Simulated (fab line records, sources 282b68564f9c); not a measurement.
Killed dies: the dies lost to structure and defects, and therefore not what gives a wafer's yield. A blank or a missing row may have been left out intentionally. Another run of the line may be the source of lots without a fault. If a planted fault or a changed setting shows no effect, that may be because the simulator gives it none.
fab line records -- flow ritCmos
[record] lots = 7, wafers = 21, lastDay = 6
route steps=202 shown PWELL@44 WELLDRIVE@50 NWELL@51 NRETRO@53 M1@202
lots that met no fault: from a run of the same line without faults
startH: start of the lot's first displayed wafer, in hours after the record's first day -- waitH: how many hours have passed since the lot's step before this one -- " unchanged from the row above -- L1.1+2: one row covering several wafers at once -- - either no value or no given start -- * or withheld: withheld -- < > ~ a bound
route shown NAME@n: names a module that has steps shown in the file, with the first one's number in the route -- usual: mean/standard deviation taken from wafers without a fault -- same: alike in all rows -- chamber/n: place in a boat -- sites: readings site by site -- _std_site: how widely they spread, as a standard deviation -- _edge_site: outer sites' mean less inner sites' -- radiusMm: for every site, how far away it sits from the centre of the wafer -- mask NAME#n: copy n -- behind: the most recent tool/chamber to have shaped the wafer -- hold: the reason the lot was held/the length of the hold in hours/how it ended -- device: which transistor (n, p or np) failed to switch -- end of line: the route-end tests of the same wafers -- step lacking rows: just its recipe -- killed: at the first sort, the dies lost to defects and structure; wafer yield is something else -- map: the dies of a wafer, with x for killed, . for not killed, _ for no die there
set.NAME: setting as actually run; set.NAME@STEP: the setting as run at that earlier step -- model.NAME: the simulator's own value behind a step, which no gauge read
lots at some steps of the route; a table a step, a row a wafer
services: the hour from which a tool's chamber was out of use, counted from the record's first day as startH (under 0 if before that day), plus the number of hours and why
[[steps]]
[step RIT_PWELL_DEVELOP_05]
[recipe] resist = NOVOLAK, developTimeS = 68, devTempC = 23
[step RIT_PWELL_OVL_MEAS_06]
[usual] PWELL_OVL = 0.5/1.5
lot.wafer,tool,chamber,startH,waitH,PWELL_OVL[nm]
L471.1,overlay-02,-,22.33,-,0.5
L471.2,overlay-02,-,22.33,-,0.9
L471.6,overlay-02,-,22.33,-,2.5
L481.1,overlay-01,-,71.80,-,1.0
L481.4,overlay-01,-,71.80,-,0.7
L481.6,overlay-01,-,71.80,-,-0.1
L482.1,overlay-01,-,76.73,-,0.4
L482.2,overlay-01,-,76.73,-,0.9
L482.4,overlay-01,-,76.73,-,0.7
L483.1,overlay-01,-,81.93,-,2.0
L483.2,overlay-01,-,81.93,-,0.6
L483.6,overlay-01,-,81.93,-,0.5
L484.3,overlay-02,-,86.87,-,-0.5
L484.4,overlay-02,-,86.87,-,1.5
L484.5,overlay-02,-,86.87,-,-0.9
L485.3,overlay-02,-,93.05,-,3.8
L485.4,overlay-02,-,93.05,-,2.2
L485.5,overlay-02,-,93.05,-,0.9
L489.1,overlay-02,-,112.70,-,2.3
L489.2,overlay-02,-,112.70,-,2.5
L489.4,overlay-02,-,112.70,-,1.5
[step RIT_PWELL_HARDBAKE_07]
[recipe] resist = NOVOLAK, tempC = 140, timeS = 120
[step RIT_PWELL_IMPLANT_08]
[recipe] species = B, energyKev = 168.1, doseCm2 = 7e+13, tiltDeg = 7
[step RIT_PWELL_STRIP_09]
[recipe] chemistry = O2, timeS = 180, resist = NOVOLAK, platenTempC = withheld, powerW = 500, pressureMtorr = 4000, o2FlowSccm = 4000
[usual] drypumpMotorCurrentA = 5.5/0.5
lot.wafer,tool,chamber,startH,waitH,drypumpMotorCurrentA,rfHoursCounterH
L471.1,plasmaAsher-01,0,22.77,0.1,6.2,39
L471.2,plasmaAsher-01,1,22.77,0.1,5.2,39
L471.6,plasmaAsher-01,1,22.77,0.1,5.2,-
L481.1,plasmaAsher-01,0,72.24,0.1,6.3,44
L481.4,plasmaAsher-01,0,72.24,0.1,6.3,-
L481.6,plasmaAsher-01,0,72.24,0.1,6.3,-
L482.1,plasmaAsher-02,1,77.17,0.1,4.8,28
L482.2,plasmaAsher-02,0,77.17,0.1,5.4,28
L482.4,plasmaAsher-02,0,77.17,0.1,5.4,-
L483.1,plasmaAsher-02,1,82.36,0.1,4.8,29
L483.2,plasmaAsher-02,0,82.36,0.1,5.4,29
L483.6,plasmaAsher-02,0,82.36,0.1,5.4,-
L484.3,plasmaAsher-03,0,87.35,0.1,5.5,-
L484.4,plasmaAsher-03,1,87.35,0.1,5.9,-
L484.5,plasmaAsher-03,0,87.35,0.1,5.5,-
L485.3,plasmaAsher-02,0,93.53,0.1,5.4,-
L485.4,plasmaAsher-02,1,93.53,0.1,4.8,-
L485.5,plasmaAsher-02,0,93.53,0.1,5.4,-
L489.1,plasmaAsher-01,0,113.14,0.1,6.3,48
L489.2,plasmaAsher-01,1,113.14,0.1,5.2,48
L489.4,plasmaAsher-01,0,113.14,0.1,6.3,-
[step RIT_PWELL_TW_MEAS_10]
[usual] PWELL_TW = 951/7
lot.wafer,tool,chamber,startH,waitH,PWELL_TW
L471.1,filmMetro-01,-,22.94,0.1,960
L471.2,filmMetro-01,-,22.94,0.1,961
L471.6,filmMetro-01,-,22.94,0.1,958
L481.1,filmMetro-03,-,72.41,0.1,946
L481.4,filmMetro-03,-,72.41,0.1,950
L481.6,filmMetro-03,-,72.41,0.1,948
L482.1,filmMetro-03,-,77.34,0.1,950
L482.2,filmMetro-03,-,77.34,0.1,941
L482.4,filmMetro-03,-,77.34,0.1,940
L483.1,filmMetro-01,-,82.54,0.1,966
L483.2,filmMetro-01,-,82.54,0.1,967
L483.6,filmMetro-01,-,82.54,0.1,968
L484.3,filmMetro-01,-,87.49,0.1,961
L484.4,filmMetro-01,-,87.49,0.1,966
L484.5,filmMetro-01,-,87.49,0.1,969
L485.3,filmMetro-04,-,93.67,0.1,948
L485.4,filmMetro-04,-,93.67,0.1,945
L485.5,filmMetro-04,-,93.67,0.1,946
L489.1,filmMetro-04,-,113.31,0.1,960
L489.2,filmMetro-04,-,113.31,0.1,955
L489.4,filmMetro-04,-,113.31,0.1,954
[step RIT_WELLDRIVE_ANNEAL_00]
[recipe] tempC = 1100, timeS = 14700, ambient = N2
[step RIT_WELLDRIVE_RS_MEAS_01]
[recipe] thkMeasGauge = four-point-probe
[usual] NWELL_RS = 275.8/0.86
lot.wafer,tool,chamber,startH,waitH,NWELL_RS[ohm/sq]
L471.1,filmMetro-03,-,28.40,0.0,275.8
L471.2,filmMetro-03,-,28.40,0.0,276.2
L471.6,filmMetro-03,-,28.40,0.0,276.8
L481.1,filmMetro-01,-,77.88,0.0,274.7
L481.4,filmMetro-01,-,77.88,0.0,275.5
L481.6,filmMetro-01,-,77.88,0.0,274.6
L482.1,filmMetro-03,-,82.49,0.0,274.6
L482.2,filmMetro-03,-,82.49,0.0,274.3
L482.4,filmMetro-03,-,82.49,0.0,275.4
L483.1,filmMetro-03,-,87.68,0.0,276.5
L483.2,filmMetro-03,-,87.68,0.0,276.5
L483.6,filmMetro-03,-,87.68,0.0,276.5
L484.3,filmMetro-03,-,92.81,0.0,275.7
L484.4,filmMetro-03,-,92.81,0.0,275.9
L484.5,filmMetro-03,-,92.81,0.0,275.7
L485.3,filmMetro-03,-,98.83,0.0,274.1
L485.4,filmMetro-03,-,98.83,0.0,274.5
L485.5,filmMetro-03,-,98.83,0.0,273.9
L489.1,filmMetro-03,-,118.54,0.0,273.9
L489.2,filmMetro-03,-,118.54,0.0,274.2
L489.4,filmMetro-03,-,118.54,0.0,274.3
[step RIT_WELLDRIVE_RS_MEAS_02]
[recipe] thkMeasGauge = four-point-probe
[usual] PWELL_RS = 430.7/1.2
lot.wafer,tool,chamber,startH,waitH,PWELL_RS[ohm/sq]
L471.1,filmMetro-03,-,28.52,0.1,429.5
L471.2,filmMetro-03,-,28.52,0.1,431.0
L471.6,filmMetro-03,-,28.52,0.1,428.8
L481.1,filmMetro-01,-,78.00,0.1,429.7
L481.4,filmMetro-01,-,78.00,0.1,429.9
L481.6,filmMetro-01,-,78.00,0.1,429.0
L482.1,filmMetro-03,-,82.61,0.1,429.3
L482.2,filmMetro-03,-,82.61,0.1,430.4
L482.4,filmMetro-03,-,82.61,0.1,430.2
L483.1,filmMetro-03,-,87.80,0.1,431.4
L483.2,filmMetro-03,-,87.80,0.1,431.1
L483.6,filmMetro-03,-,87.80,0.1,431.4
L484.3,filmMetro-03,-,92.93,0.1,427.9
L484.4,filmMetro-03,-,92.93,0.1,428.8
L484.5,filmMetro-03,-,92.93,0.1,428.5
L485.3,filmMetro-03,-,98.95,0.1,430.1
L485.4,filmMetro-03,-,98.95,0.1,428.4
L485.5,filmMetro-03,-,98.95,0.1,429.1
L489.1,filmMetro-03,-,118.66,0.1,429.1
L489.2,filmMetro-03,-,118.66,0.1,430.9
L489.4,filmMetro-03,-,118.66,0.1,428.7
[step RIT_NRETRO_HMDS_00]
[recipe] primeTimeS = 60, primeTempC = 140
[step RIT_NRETRO_COAT_01]
[recipe] resist = NOVOLAK, spinRpm = 2000, resistThkNm = 1300
[step RIT_NRETRO_SOFTBAKE_02]
[recipe] resist = NOVOLAK, tempC = 90, timeS = 60
[step RIT_NRETRO_EXPOSE_03]
[recipe] maskId = M4, na = 0.57, targetCdNm = 43900, doseMj = 250
lot.wafer,tool,chamber,startH,waitH,mask,model.NRETRO.overlayXNm
L471.1+2+6,ilineStepper-01,0,29.09,0.1,M4#0,0.3024
L481.1+4+6,ilineStepper-02,0,78.70,0.2,M4#0,-0.6786
L482.1+2+4,ilineStepper-01,0,83.30,0.2,M4#0,1.685
L483.1+2+6,ilineStepper-02,0,88.50,0.2,M4#0,0.161
L484.3+4+5,ilineStepper-01,0,93.62,0.2,M4#0,2.224
L485.3+4+5,ilineStepper-01,0,99.52,0.1,M4#0,-0.4377
L489.1+2+4,ilineStepper-02,0,119.36,0.2,M4#0,0.1756
[step RIT_NRETRO_PEB_04]
[recipe] resist = NOVOLAK, tempC = withheld, timeS = withheld
[step RIT_M1_PROBE_99]
[usual] killed_at_M0_to_M3 = 0.0/0.12, killedAtContacts = 0.1/0.35, killedAtFrontEnd = 6.6/2.7, killedDies = 6.7/2.8, killedOpen = 3.4/2.1, killedShort = 3.3/1.8
[same] grossDies = 264, killed_at_M4_up = 0, killedAtBackSide = 0, killedAtOther = 0
lot.wafer,tool,chamber,startH,waitH,killed_at_M0_to_M3,killedAtContacts,killedAtFrontEnd,killedDies,killedOpen,killedShort
L471.1,prober-02,-,57.97,0.1,0,0,7,7,4,3
L471.2,prober-02,-,58.02,0.1,0,0,3,3,3,0
L471.6,prober-02,-,58.22,0.2,0,1,5,6,2,4
L481.1,prober-02,-,106.41,0.1,0,0,3,3,0,3
L481.4,prober-02,-,106.56,0.2,0,0,8,8,2,6
L481.6,prober-02,-,106.66,0.2,0,0,7,7,2,5
L482.1,prober-01,-,111.82,0.1,0,0,6,6,3,3
L482.2,prober-01,-,111.87,0.1,0,0,13,13,6,7
L482.4,prober-01,-,111.97,0.2,0,0,7,7,2,5
L484.3,prober-01,-,121.87,0.2,0,3,14,17,7,7
L484.4,prober-01,-,121.92,0.2,0,1,9,10,6,4
L484.5,prober-01,-,121.97,0.2,0,0,6,6,2,4
// killed by level:class
L471.1 REOX:geometricParticle:open=2 FOX1:geometricParticle:open=1 FOX2:geometricParticle:short=1 GATE:geometricParticle:open=1 GATE:geometricParticle:short=1 SPACER:geometricParticle:short=1
L471.2 FOX2:geometricParticle:open=1 GATE:geometricParticle:open=1 SILICIDE:geometricParticle:open=1
L471.6 FOX2:geometricParticle:short=1 GATE:geometricParticle:open=1 REOX:geometricParticle:short=1 SPACER:geometricParticle:open=1 SILICIDE:geometricParticle:short=1 CONTACT:geometricParticle:short=1
L481.1 ACTIVE:geometricParticle:short=1 GATE:geometricParticle:short=1 SPACER:geometricParticle:short=1
L481.4 SPACER:geometricParticle:short=3 FOX1:geometricParticle:open=1 FOX2:geometricParticle:short=1 GATE:geometricParticle:open=1 GATE:geometricParticle:short=1 REOX:geometricParticle:short=1
L481.6 GATE:geometricParticle:short=3 FOX2:geometricParticle:short=1 FOX2:geometricParticle:open=1 REOX:geometricParticle:short=1 REOX:geometricParticle:open=1
L482.1 SILICIDE:geometricParticle:open=2 FOX1:geometricParticle:short=1 FOX1:geometricParticle:open=1 REOX:geometricParticle:short=1 SILICIDE:geometricParticle:short=1
L482.2 GATE:geometricParticle:open=3 GATE:geometricParticle:short=2 REOX:geometricParticle:short=2 SPACER:geometricParticle:short=2 FOX1:geometricParticle:open=1 FOX2:geometricParticle:open=1 FOX2:geometricParticle:short=1 REOX:geometricParticle:open=1
L482.4 SILICIDE:geometricParticle:short=2 FOX1:geometricParticle:short=1 FOX2:geometricParticle:open=1 GATE:geometricParticle:short=1 REOX:geometricParticle:short=1 REOX:geometricParticle:open=1
L484.3 FOX1:geometricParticle:short=4 CONTACT:coatMicrobubblePrinted=3 FOX1:geometricParticle:open=2 GATE:geometricParticle:open=2 SPACER:geometricParticle:open=2 GATE:geometricParticle:short=1 SPACER:geometricParticle:short=1 SILICIDE:geometricParticle:short=1
L484.4 GATE:geometricParticle:open=3 SILICIDE:geometricParticle:short=3 FOX1:geometricParticle:short=1 SPACER:geometricParticle:open=1 SILICIDE:geometricParticle:open=1 CONTACT:geometricParticle:open=1
L484.5 SPACER:geometricParticle:short=3 FOX1:geometricParticle:open=1 GATE:geometricParticle:short=1 SILICIDE:geometricParticle:open=1
[[services]]
tool,chamber,startH,hours,kind
ilineStepper-01,-,16.77,1.8,repair
ilineStepper-02,-,23.72,1.7,pm
plasmaAsher-02,-,29.96,0.8,repair
ilineStepper-01,-,75.45,5.2,repair
ilineStepper-02,0,76.45,-,calibration
plasmaAsher-01,-,102.22,7.6,repair
plasmaAsher-03,-,108.75,9.0,pm
plasmaAsher-03,0,108.75,9.0,ventCycle
plasmaAsher-03,1,108.75,9.0,ventCycle
plasmaAsher-03,0,117.75,-,clean
plasmaAsher-03,1,117.75,-,clean
[[key]]
firstSign none at tools or gauges
[modelEffect] step = RIT_NRETRO_EXPOSE_03, value = NRETRO.overlayXNm, without = -0.1395, struck = 1.157
metAt RIT_NRETRO_EXPOSE_03
struckWafers L482.1,L482.2,L482.4,L484.3,L484.4,L484.5,L485.3,L485.4,L485.5
testerLeftOut L482,L484,L485
onsetBetween 29.09 83.30
[fault] kind = scannerMatchingOverlay, tool = ilineStepper-01, chamber = -, onsetH = 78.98, steps = RIT_NRETRO_EXPOSE_03, offset = 1.2965
// testerLeftOut: of these lots the tester's yield and bins aren't shown, on N5 and GAA mostly nor the transistor test; their killed dies are dies lost to structure and defects alone, not to doping, threshold or leakage, so they don't give the yield
